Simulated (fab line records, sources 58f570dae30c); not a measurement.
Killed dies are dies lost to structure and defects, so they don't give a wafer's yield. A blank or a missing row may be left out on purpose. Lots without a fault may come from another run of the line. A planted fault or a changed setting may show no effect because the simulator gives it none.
Which tool did it? | flow berkeley_cmos170 | 7 lots, 21 wafers sampled, at 2 steps of a route of 331

WHAT THE GAUGES READ, wafer by wafer
UCB170_M1_THK_MEAS_02: measures by xrf.
lot  | measured     | on            | M1_AL_THK (nm)
L745 | day 8 20:59  | film_metro-01 | 574 577 576
L748 | day 8 22:04  | film_metro-01 | 571 574 572
L753 | day 10 13:22 | film_metro-04 | 589 596 600
L759 | day 11 12:55 | film_metro-01 | 583 583 592
L762 | day 12 05:11 | film_metro-03 | 582 583 587
L764 | day 13 10:01 | film_metro-03 | 579 584 585
L763 | day 13 14:06 | film_metro-04 | 575 586 575

WHICH TOOL RAN EACH LOT (tool, then ch and the chambers of the sampled wafers, then the start)
lot  | UCB170_PSD_DEVELOP_05
L745 | litho_track-01, day 8 09:00
L748 | litho_track-03 ch 0, day 8 10:00
L753 | litho_track-02 ch 0, day 10 02:00
L759 | litho_track-03 ch 0, day 11 02:00
L762 | litho_track-03 ch 0, day 11 16:00
L764 | litho_track-03 ch 0, day 12 19:00
L763 | litho_track-01 ch 0, day 12 19:00
- UCB170_PSD_DEVELOP_05: develop time 45 s.

THE ANSWER, worked out from the rows above alone
Rule: what is usual is taken from the lots themselves. Put in order of their means at a reading, lots are off if they are a third of the lots or fewer, leave a main group of 4 or more, and stand apart from it by a gap of 3 or more times the standard deviation of the main group's means; of several such gaps the widest counts. A main group whose means are all the same, to the digits that the tables above print for the reading, isn't used. A lot without any number at a reading at which 4 lots or more have one is off too. The other lots that the step has rows for count as sound.
No lot is off at any reading shown: from this, nothing can be told.

WHAT THE SIMULATOR HAD PUT IN
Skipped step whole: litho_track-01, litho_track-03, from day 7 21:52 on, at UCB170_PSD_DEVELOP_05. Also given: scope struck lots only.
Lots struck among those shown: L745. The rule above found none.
